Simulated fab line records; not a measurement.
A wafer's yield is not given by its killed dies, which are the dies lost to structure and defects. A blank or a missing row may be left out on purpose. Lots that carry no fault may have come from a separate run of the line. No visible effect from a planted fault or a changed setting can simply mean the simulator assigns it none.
fab line records	flow rit-cmos
record lots=5	wafers=15	last-day=8
route steps=202 shown PRETRO@67 GATE@75 FOX2@80 REOX@98 NLDD@103 M1@202
lots that met no fault: from a run of the same line without faults
start-h: start of the lot's first displayed wafer, in hours after the record's first day	wait-h: time in hours since the lot's previous step	" repeats the value in the row above	L1.1+2: a single row standing in for several wafers	- value missing, or start not given	* or withheld: withheld	< > ~ a bound
route shown NAME@n: names a module that has steps shown in the file, with the first one's number in the route	usual: mean/standard deviation taken from wafers without a fault	same: alike in all rows	chamber/n: place in a boat	sites: each site's reading	_std_site: standard deviation of those values	_edge_site: outer sites' mean less inner sites'	radius-mm: for every site, how far away it sits from the centre of the wafer	mask NAME#n: copy n	behind: the last tool/chamber to shape the wafer	hold: reason for holding the lot/hours on hold/outcome of the hold	device: transistor that didn't switch, given as n, p or np	end of line: at the end of the route, the tests of the same wafers	for a step that has no rows: nothing shown but its recipe	killed: at the first sort, the dies lost to defects and structure; wafer yield is something else	map: a wafer's dies, marking killed ones x, the rest . and places with no die _
set.NAME: the setting the step ran with; set.NAME@STEP: the setting that earlier step ran with	model.NAME: the simulator's own value behind a step, which no gauge read
a table for each step, a row for each wafer; lots at some steps of the route
services: when a tool's chamber went out of use (start-h, in hours from the record's first day, below 0 if earlier), for how many hours, and the reason
## steps
# step RIT_PRETRO_EXPOSE_03
# recipe mask-id=M5	na=0.57	target-cd-nm=43700	dose-mj=250
# step RIT_PRETRO_PEB_04
# recipe resist=NOVOLAK	temp-c=withheld	time-s=withheld
# step RIT_PRETRO_DEVELOP_05
# recipe resist=NOVOLAK	develop-time-s=68	dev-temp-c=23
# step RIT_PRETRO_OVL_MEAS_06
# usual PRETRO_OVL=-0.9/1.5
lot.wafer	tool	chamber	start-h	wait-h	PRETRO_OVL[nm]
L491.3	overlay-01	-	32.76	-	-2.6
L491.5	"	-	"	"	-1.0
L491.6	"	-	"	"	0.5
L501.1	overlay-02	-	80.76	-	1.7
L501.2	"	-	"	"	-0.5
L501.5	"	-	"	"	-1.4
L503.4	overlay-02	-	98.48	-	-2.4
L503.5	"	-	"	"	-0.3
L503.6	"	-	"	"	-2.4
L505.3	overlay-01	-	103.31	-	-1.5
L505.5	"	-	"	"	1.3
L505.6	"	-	"	"	-1.9
L510.1	overlay-02	-	144.81	-	-1.4
L510.5	"	-	"	"	-2.9
L510.6	"	-	"	"	-1.6
# step RIT_PRETRO_HARDBAKE_07
# recipe resist=NOVOLAK	temp-c=140	time-s=120
# step RIT_PRETRO_IMPLANT_08
# recipe species=B	energy-kev=45	dose-cm2=1.2e+13	tilt-deg=7
# step RIT_PRETRO_STRIP_09
# recipe chemistry=O2	time-s=180	resist=NOVOLAK	platen-temp-c=withheld	power-w=500	pressure-mtorr=4000	o2-flow-sccm=4000
# usual drypump-motor-current-A=5.64/0.2	rf-refl-power-W=6.5/0.77
lot.wafer	tool	chamber	start-h	wait-h	drypump-motor-current-A	rf-hours-counter-h	rf-refl-power-W
L491.3	plasma-asher-04	0	33.24	0.1	5.80	-	6.1
L491.5	"	0	"	"	5.79	-	6.4
L491.6	"	1	"	"	5.39	-	7.6
L501.1	plasma-asher-04	1	81.20	0.1	5.40	45	7.5
L501.2	"	0	"	"	5.77	45	5.9
L501.5	"	0	"	"	5.81	-	5.6
L503.4	plasma-asher-02	0	98.96	0.1	5.85	-	5.7
L503.5	"	1	"	"	5.48	-	6.8
L503.6	"	0	"	"	5.88	-	5.4
L505.3	plasma-asher-02	1	103.79	0.1	5.49	-	6.9
L505.5	"	0	"	"	5.87	-	5.5
L505.6	"	1	"	"	5.50	-	6.8
L510.1	plasma-asher-02	0	145.25	0.1	5.86	2	5.7
L510.5	"	1	"	"	5.48	-	7.0
L510.6	"	0	"	"	5.85	-	5.7
# step RIT_PRETRO_TW_MEAS_10
# usual PRETRO_TW=474/3.4
lot.wafer	tool	chamber	start-h	wait-h	PRETRO_TW
L491.3	film-metro-04	-	33.38	0.1	471
L491.5	"	-	"	"	472
L491.6	"	-	"	"	472
L501.1	film-metro-04	-	81.38	0.1	476
L501.2	"	-	"	"	472
L501.5	"	-	"	"	474
L503.4	film-metro-02	-	99.10	0.1	476
L503.5	"	-	"	"	477
L503.6	"	-	"	"	477
L505.3	film-metro-04	-	103.93	0.1	473
L505.5	"	-	"	"	472
L505.6	"	-	"	"	471
L510.1	film-metro-01	-	145.42	0.1	471
L510.5	"	-	"	"	475
L510.6	"	-	"	"	475
# step RIT_GATE_WET_ETCH_00
# recipe chemistry=BOE	target=SiO2	target-depth-nm=56	time-s=60	dry=n2-spin	dilution=10:1	temp-c=21.5
# step RIT_GATE_CLEAN_01
# recipe chemistry=SC1	mix=3:3:50	time-s=600	temp-c=75
# step RIT_GATE_CLEAN_02
# recipe chemistry=dHF	dilution=50:1	time-s=30
# step RIT_GATE_CLEAN_03
# recipe chemistry=SC2	mix=3:3:50	time-s=600	temp-c=75	dry=n2-spin
# step RIT_GATE_CLEAN_04
# recipe chemistry=dHF	dilution=50:1	time-s=60	dry=n2-spin
lot.wafer	tool	chamber	start-h	wait-h
L491.3+5+6	wet-bench-02	2	33.84	0.0
L501.1+2+5	wet-bench-01	2	82.08	0.0
L503.4+5+6	wet-bench-03	0	99.52	0.0
L505.3+5+6	wet-bench-03	2	104.36	0.0
L510.1+5+6	wet-bench-02	3	145.87	0.0
# step RIT_FOX2_THK_MEAS_91
# recipe reads=SiO2_of_FOX2_OXIDATION_00
# usual FIELD_OXIDE_LEFT_2_THK=258/5.3
lot.wafer	tool	chamber	start-h	wait-h	FIELD_OXIDE_LEFT_2_THK[nm]
L491.3	film-metro-03	-	33.89	0.0	263
L491.5	"	-	"	"	256
L491.6	"	-	"	"	255
L501.1	film-metro-01	-	82.11	0.0	251
L501.2	"	-	"	"	245
L501.5	"	-	"	"	244
L503.4	film-metro-04	-	99.58	0.0	250
L503.5	"	-	"	"	254
L503.6	"	-	"	"	255
L505.3	film-metro-03	-	104.40	0.0	268
L505.5	"	-	"	"	267
L505.6	"	-	"	"	265
L510.1	film-metro-04	-	145.90	0.0	260
L510.5	"	-	"	"	255
L510.6	"	-	"	"	251
# step RIT_GATE_OXIDATION_05
# recipe temp-c=900	ambient=O2	target-thk-a=30	ox-time-s=270
# step RIT_GATE_ANNEAL_06
# recipe temp-c=900	time-s=600	ambient=N2O
# step RIT_GATE_THK_MEAS_07
# recipe reads=SiO2_of_GATE_OXIDATION_05
# usual GATE_OXIDE_THK=3.04/0.064
lot.wafer	tool	chamber	start-h	wait-h	GATE_OXIDE_THK[nm]
L491.3	film-metro-04	-	35.48	0.0	2.99
L491.5	"	-	"	"	3.05
L491.6	"	-	"	"	3.01
L501.1	film-metro-01	-	88.16	0.0	2.98
L501.2	"	-	"	"	2.98
L501.5	"	-	"	"	3.06
L503.4	film-metro-01	-	105.23	0.0	3.00
L503.5	"	-	"	"	3.01
L503.6	"	-	"	"	3.00
L505.3	film-metro-04	-	109.79	0.0	3.01
L505.5	"	-	"	"	2.99
L505.6	"	-	"	"	3.03
L510.1	film-metro-04	-	155.06	0.0	2.99
L510.5	"	-	"	"	2.99
L510.6	"	-	"	"	3.07
# step RIT_GATE_CVD_08
# recipe material=poly-Si	target-thk-nm=250	temp-c=610	precursor=SiH4	time-s=2220	pressure-mtorr=300	sih4-flow-sccm=100
# step RIT_GATE_THK_MEAS_09
# recipe reads=poly-Si_of_GATE_CVD_08
# usual GATE_POLY_THK=250.6/1.9
lot.wafer	tool	chamber	start-h	wait-h	GATE_POLY_THK[nm]
L491.3	film-metro-04	-	37.16	0.0	251.8
L491.5	"	-	"	"	253.1
L491.6	"	-	"	"	251.4
L501.1	film-metro-01	-	89.83	0.0	253.1
L501.2	"	-	"	"	254.7
L501.5	"	-	"	"	252.1
L503.4	film-metro-01	-	106.90	0.0	248.9
L503.5	"	-	"	"	248.0
L503.6	"	-	"	"	248.9
L505.3	film-metro-03	-	111.48	0.0	246.9
L505.5	"	-	"	"	247.8
L505.6	"	-	"	"	247.1
L510.1	film-metro-01	-	156.74	0.0	251.1
L510.5	"	-	"	"	250.3
L510.6	"	-	"	"	252.7
# step RIT_GATE_HMDS_10
# recipe prime-time-s=60	prime-temp-c=140
# step RIT_GATE_COAT_11
# recipe resist=NOVOLAK	spin-rpm=4250	resist-thk-nm=850
# step RIT_GATE_SOFTBAKE_12
# recipe resist=NOVOLAK	temp-c=90	time-s=60
# step RIT_GATE_EXPOSE_13
# recipe mask-id=M6	na=0.6	source-shape=conventional	sigma-outer=0.6	target-cd-nm=150	dose-mj=380
# step RIT_GATE_PEB_14
# recipe resist=NOVOLAK	temp-c=withheld	time-s=withheld
# step RIT_GATE_DEVELOP_15
# recipe resist=NOVOLAK	develop-time-s=50	dev-temp-c=23
# step RIT_GATE_CD_MEAS_16
# recipe target-cd-nm=150
# usual cd-nm=149.1/2.2
lot.wafer	tool	chamber	start-h	wait-h	cd-nm
L491.3	cd-sem-01	-	38.15	-	143.6
L491.5	"	-	"	"	146.0
L491.6	"	-	"	"	145.4
L501.1	cd-sem-01	-	90.74	-	147.5
L501.2	"	-	"	"	150.4
L501.5	"	-	"	"	147.7
L503.4	cd-sem-01	-	107.84	-	148.2
L503.5	"	-	"	"	147.8
L503.6	"	-	"	"	145.3
L505.3	cd-sem-02	-	112.76	-	151.6
L505.5	"	-	"	"	152.3
L505.6	"	-	"	"	151.2
L510.1	cd-sem-01	-	157.90	-	151.4
L510.5	"	-	"	"	150.7
L510.6	"	-	"	"	151.0
# step RIT_GATE_OVL_MEAS_17
# usual GATE_OVL=0.0/1.4
lot.wafer	tool	chamber	start-h	wait-h	GATE_OVL[nm]
L491.3	overlay-01	-	38.24	0.1	-0.3
L491.5	"	-	"	"	-0.1
L491.6	"	-	"	"	-1.0
L501.1	overlay-01	-	90.86	0.1	0.3
L501.2	"	-	"	"	-0.9
L501.5	"	-	"	"	0.9
L503.4	overlay-02	-	107.92	0.1	-1.7
L503.5	"	-	"	"	-3.8
L503.6	"	-	"	"	-1.8
L505.3	overlay-02	-	112.85	0.1	0.7
L505.5	"	-	"	"	0.6
L505.6	"	-	"	"	0.3
L510.1	overlay-01	-	158.02	0.1	-0.4
L510.5	"	-	"	"	-0.1
L510.6	"	-	"	"	0.8
# step RIT_GATE_HARDBAKE_18
# recipe resist=NOVOLAK	temp-c=140	time-s=60
# step RIT_GATE_ETCH_19
# recipe chemistry=SF6/CHF3/O2	time-s=165	SF6_flow_sccm=30	CHF3_flow_sccm=30	O2_flow_sccm=5	target=poly-Si	pressure-mtorr=40	rf-w=160	target-depth-a=3125	over-etch-frac=0.25	stop-on=SiO2
# usual drypump-motor-current-A=5.54/0.28	oes-product-au=0.849/0.016	throttle-valve-pct=10.24/0.06
lot.wafer	tool	chamber	start-h	wait-h	drypump-motor-current-A	oes-product-au	rf-hours-counter-h	throttle-valve-pct
L491.3	rie-si-01	3	38.41	0.1	5.29	0.867	1	10.14
L491.5	"	1	"	"	5.59	0.847	-	10.31
L491.6	"	0	"	"	5.88	0.833	-	10.26
L501.1	rie-si-01	2	91.05	0.1	5.78	0.864	0	10.33
L501.2	"	0	"	"	5.85	0.844	141	10.27
L501.5	"	2	"	"	5.77	0.846	-	10.32
L503.4	rie-si-01	2	108.09	0.1	5.77	0.852	0	10.31
L503.5	"	2	"	"	5.78	0.848	-	10.31
L503.6	"	1	"	"	5.58	0.833	-	10.32
L505.3	rie-si-01	3	113.03	0.1	5.30	0.856	1	10.14
L505.5	"	1	"	"	5.56	0.828	-	10.29
L505.6	"	2	"	"	5.75	0.843	-	10.32
L510.1	rie-si-02	0	158.21	0.1	5.33	0.849	0	10.18
L510.5	"	3	"	"	5.43	0.829	-	10.25
L510.6	"	2	"	"	5.11	0.863	-	10.23
# step RIT_GATE_STRIP_20
# recipe chemistry=O2	time-s=180	resist=NOVOLAK	platen-temp-c=withheld	power-w=500	pressure-mtorr=4000	o2-flow-sccm=4000
# usual drypump-motor-current-A=5.9/0.49	rf-refl-power-W=6.2/0.97
lot.wafer	tool	chamber	start-h	wait-h	drypump-motor-current-A	rf-hours-counter-h	rf-refl-power-W
L491.3	plasma-asher-03	1	38.58	0.1	6.8	-	5.9
L491.5	"	1	"	"	6.8	-	6.0
L491.6	"	0	"	"	6.0	-	4.7
L501.1	plasma-asher-01	0	91.16	0.1	5.4	28	7.3
L501.2	"	1	"	"	5.8	28	5.9
L501.5	"	1	"	"	5.8	-	6.1
L503.4	plasma-asher-03	0	108.25	0.1	6.0	-	4.8
L503.5	"	0	"	"	6.0	-	4.8
L503.6	"	1	"	"	6.8	-	6.1
L505.3	plasma-asher-03	1	113.19	0.1	6.8	-	6.0
L505.5	"	0	"	"	6.0	-	5.0
L505.6	"	1	"	"	6.8	-	6.1
L510.1	plasma-asher-04	1	158.31	0.1	5.4	51	7.2
L510.5	"	1	"	"	5.4	-	7.2
L510.6	"	0	"	"	5.8	-	5.8
# step RIT_GATE_CD_MEAS_90
# recipe target-cd-nm=150
# usual cd-nm=149.1/2.2
lot.wafer	tool	chamber	start-h	wait-h	cd-nm
L491.3	cd-sem-02	-	38.74	0.1	144.1
L491.5	"	-	"	"	146.5
L491.6	"	-	"	"	145.4
L501.1	cd-sem-02	-	91.33	0.1	147.5
L501.2	"	-	"	"	150.5
L501.5	"	-	"	"	147.6
L503.4	cd-sem-02	-	108.43	0.1	147.9
L503.5	"	-	"	"	148.5
L503.6	"	-	"	"	145.6
L505.3	cd-sem-02	-	113.35	0.1	151.7
L505.5	"	-	"	"	152.2
L505.6	"	-	"	"	151.1
L510.1	cd-sem-02	-	158.49	0.1	151.6
L510.5	"	-	"	"	150.7
L510.6	"	-	"	"	150.8
# step RIT_REOX_CLEAN_00
# recipe chemistry=SC1	mix=3:3:50	time-s=600	temp-c=75
# step RIT_REOX_CLEAN_01
# recipe chemistry=dHF	dilution=50:1	time-s=30
# step RIT_REOX_CLEAN_02
# recipe chemistry=SC2	mix=3:3:50	time-s=600	temp-c=75	dry=n2-spin
# step RIT_REOX_OXIDATION_03
# recipe temp-c=900	ambient=O2	target-thk-a=252	ox-time-s=5580
# step RIT_REOX_THK_MEAS_04
# recipe reads=SiO2_of_REOX_OXIDATION_03
# usual REOX_OXIDE_THK=25.3/0.58
lot.wafer	tool	chamber	start-h	wait-h	REOX_OXIDE_THK[nm]
L491.3	film-metro-04	-	41.80	0.0	24.9
L491.5	"	-	"	"	24.9
L491.6	"	-	"	"	24.8
L501.1	film-metro-02	-	95.13	0.0	25.2
L501.2	"	-	"	"	25.6
L501.5	"	-	"	"	26.1
L503.4	film-metro-03	-	112.35	0.0	25.3
L503.5	"	-	"	"	25.2
L503.6	"	-	"	"	25.4
L505.3	film-metro-03	-	119.62	0.0	24.8
L505.5	"	-	"	"	25.1
L505.6	"	-	"	"	25.0
L510.1	film-metro-04	-	162.04	0.0	25.7
L510.5	"	-	"	"	25.8
L510.6	"	-	"	"	25.8
# step RIT_NLDD_HMDS_00
# recipe prime-time-s=60	prime-temp-c=140
# step RIT_NLDD_COAT_01
# recipe resist=NOVOLAK	spin-rpm=3250	resist-thk-nm=1000
# step RIT_NLDD_SOFTBAKE_02
# recipe resist=NOVOLAK	temp-c=90	time-s=60
# step RIT_NLDD_EXPOSE_03
# recipe mask-id=M7	na=0.57	target-cd-nm=40700	dose-mj=250
# step RIT_NLDD_PEB_04
# recipe resist=NOVOLAK	temp-c=withheld	time-s=withheld
# step RIT_NLDD_DEVELOP_05
# recipe resist=NOVOLAK	develop-time-s=50	dev-temp-c=23
# step RIT_M1_PROBE_99
# usual killed-at-front-end=7/3.1	killed-dies=7/3.1	killed-open=3.8/2.3	killed-short=3.2/1.9
# same gross-dies=264	killed_at_M0_to_M3=0	killed_at_M4_up=0	killed-at-back-side=0	killed-at-contacts=0	killed-at-other=0
lot.wafer	tool	chamber	start-h	wait-h	killed-at-front-end	killed-dies	killed-open	killed-short	model.etest.diode-nwell-sub.leak-log10-a-cm2	model.etest.pmos-narrow.over-limit	model.etest.antenna-poly.short	model.etest.pmos-turned.short	model.etest.cap-p-gate.short	model.etest.nmos-narrow.short	model.etest.antenna-m1.over-limit	model.etest.retro-edge-pmos.over-limit
L491.3	prober-01	-	59.96	0.2	12	12	8	4	-7.279	0	0	0	0	0	0	0
L491.5	prober-01	-	60.06	0.2	14	14	7	7	-7.576	0	0	0	0	0	0	0
L491.6	prober-01	-	60.11	0.2	13	13	4	9	-7.581	0	0	0	0	0	0	0
L501.1	prober-01	-	111.46	0.1	4	4	3	1	-5.818	1	1	1	1	1	1	1
L501.2	prober-01	-	111.51	0.1	8	8	3	5	-5.329	1	1	1	1	1	1	1
L501.5	prober-01	-	111.66	0.2	7	7	4	3	-5.228	1	1	1	1	1	1	1
L503.4	prober-01	-	128.63	0.2	6	6	5	1	-7.847	0	0	0	0	0	0	0
L503.5	prober-01	-	128.68	0.2	13	13	6	6	-7.478	0	0	0	0	0	0	0
L503.6	prober-01	-	128.73	0.2	7	7	3	3	-7.702	0	0	0	0	0	0	0
L505.3	prober-01	-	137.50	0.2	7	7	4	3	-7.396	0	0	0	0	0	0	0
L505.5	prober-01	-	137.60	0.2	3	3	2	1	-7.419	0	0	0	0	0	0	0
L505.6	prober-01	-	137.65	0.2	5	5	3	2	-7.448	0	0	0	0	0	0	0
L510.1	prober-01	-	181.89	0.1	8	8	4	4	-7.413	0	0	0	0	0	0	0
L510.5	prober-01	-	182.09	0.2	1	1	0	1	-7.49	0	0	0	0	0	0	0
L510.6	prober-01	-	182.14	0.2	6	6	3	3	-7.435	0	0	0	0	0	0	0
# killed by level:class
L491.3 GATE:geometric-particle:open=3 SPACER:geometric-particle:open=3 FOX1:geometric-particle:open=1 FOX1:geometric-particle:short=1 FOX2:geometric-particle:open=1 GATE:geometric-particle:short=1 SPACER:geometric-particle:short=1 SILICIDE:geometric-particle:short=1
L491.5 SILICIDE:geometric-particle:short=4 FOX1:geometric-particle:open=2 GATE:geometric-particle:short=2 GATE:geometric-particle:open=2 SILICIDE:geometric-particle:open=2 REOX:geometric-particle:open=1 SPACER:geometric-particle:short=1
L491.6 GATE:geometric-particle:short=4 FOX1:geometric-particle:short=2 FOX1:geometric-particle:open=2 SILICIDE:geometric-particle:short=2 GATE:geometric-particle:open=1 REOX:geometric-particle:short=1 SILICIDE:geometric-particle:open=1
L501.1 GATE:geometric-particle:open=2 GATE:geometric-particle:short=1 SPACER:geometric-particle:open=1
L501.2 FOX1:geometric-particle:open=2 GATE:geometric-particle:short=2 REOX:geometric-particle:short=2 REOX:geometric-particle:open=1 SILICIDE:geometric-particle:short=1
L501.5 GATE:geometric-particle:short=3 GATE:geometric-particle:open=2 REOX:geometric-particle:open=1 SILICIDE:geometric-particle:open=1
L503.4 FOX1:geometric-particle:open=1 FOX2:geometric-particle:open=1 GATE:geometric-particle:open=1 GATE:geometric-particle:short=1 REOX:geometric-particle:open=1 SILICIDE:geometric-particle:open=1
L503.5 REOX:geometric-particle:open=3 SPACER:geometric-particle:short=2 SILICIDE:geometric-particle:short=2 FOX2:geometric-particle:open=1 GATE:geometric-particle:open=1 GATE:geometric-particle:short=1 REOX:geometric-particle:short=1 SPACER:geometric-particle:open=1
L503.6 FOX1:geometric-particle:open=1 FOX1:geometric-particle:short=1 FOX2:geometric-particle:short=1 GATE:geometric-particle:short=1 REOX:geometric-particle:open=1 SILICIDE:geometric-particle:open=1 NRETRO:coat-microbubble-printed=1
L505.3 GATE:geometric-particle:open=3 FOX1:geometric-particle:short=1 FOX2:geometric-particle:short=1 GATE:geometric-particle:short=1 REOX:geometric-particle:open=1
L505.5 FOX1:geometric-particle:open=1 SPACER:geometric-particle:short=1 SILICIDE:geometric-particle:open=1
L505.6 FOX1:geometric-particle:open=1 FOX2:geometric-particle:open=1 GATE:geometric-particle:open=1 REOX:geometric-particle:short=1 SPACER:geometric-particle:short=1
L510.1 GATE:geometric-particle:open=4 REOX:geometric-particle:short=3 GATE:geometric-particle:short=1
L510.5 GATE:geometric-particle:short=1
L510.6 REOX:geometric-particle:open=2 FOX1:geometric-particle:short=1 FOX2:geometric-particle:short=1 GATE:geometric-particle:open=1 REOX:geometric-particle:short=1
## services
tool	chamber	start-h	hours	kind
rie-si-01	2	12.65	-	clean
rie-si-01	2	12.65	20.3	scheduled-down
rie-si-01	2	12.65	20.3	vent-cycle
rie-si-02	1	52.96	6.6	repair
rie-si-02	0	72.58	18.3	repair
plasma-asher-02	-	74.68	1.6	repair
wet-bench-03	-	74.90	1.9	pm
wet-bench-03	-	107.65	11.5	repair
plasma-asher-02	-	108.75	9.0	pm
plasma-asher-02	0	108.75	9.0	vent-cycle
plasma-asher-02	1	108.75	9.0	vent-cycle
plasma-asher-02	0	117.75	-	clean
plasma-asher-02	1	117.75	-	clean
rie-si-02	0	129.10	-	clean
rie-si-02	0	129.10	16.2	scheduled-down
rie-si-02	0	129.10	16.2	vent-cycle
rie-si-01	1	131.99	-	clean
rie-si-01	1	131.99	21.8	scheduled-down
rie-si-01	1	131.99	21.8	vent-cycle
wet-bench-01	-	136.99	4.4	repair
rie-si-01	0	155.65	-	clean
rie-si-01	0	155.65	27.1	scheduled-down
rie-si-01	0	155.65	27.1	vent-cycle
## key
first-sign none at tools or gauges
model-effect step=RIT_M1_PROBE_99	value=etest.diode-nwell-sub.leak-log10-a-cm2	without=-7.471	struck=-5.458
met-at RIT_GATE_CLEAN_04
struck-wafers L501.1,L501.2,L501.5
tester-left-out L501
also-fits RIT_PRETRO_STRIP_09:plasma-asher-04,RIT_GATE_STRIP_20:plasma-asher-01
fault kind=metallic-contamination-source	tool=wet-bench-01	chamber=-	onset-h=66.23	steps=RIT_GATE_CLEAN_04	rate-cm2-per-visit=1e+13	species=metal-fe-cm2
# tester-left-out: of these lots the tester's yield and bins aren't shown, on N5 and GAA mostly nor the transistor test; their killed dies are dies lost to structure and defects alone, not to doping, threshold or leakage, so they don't give the yield
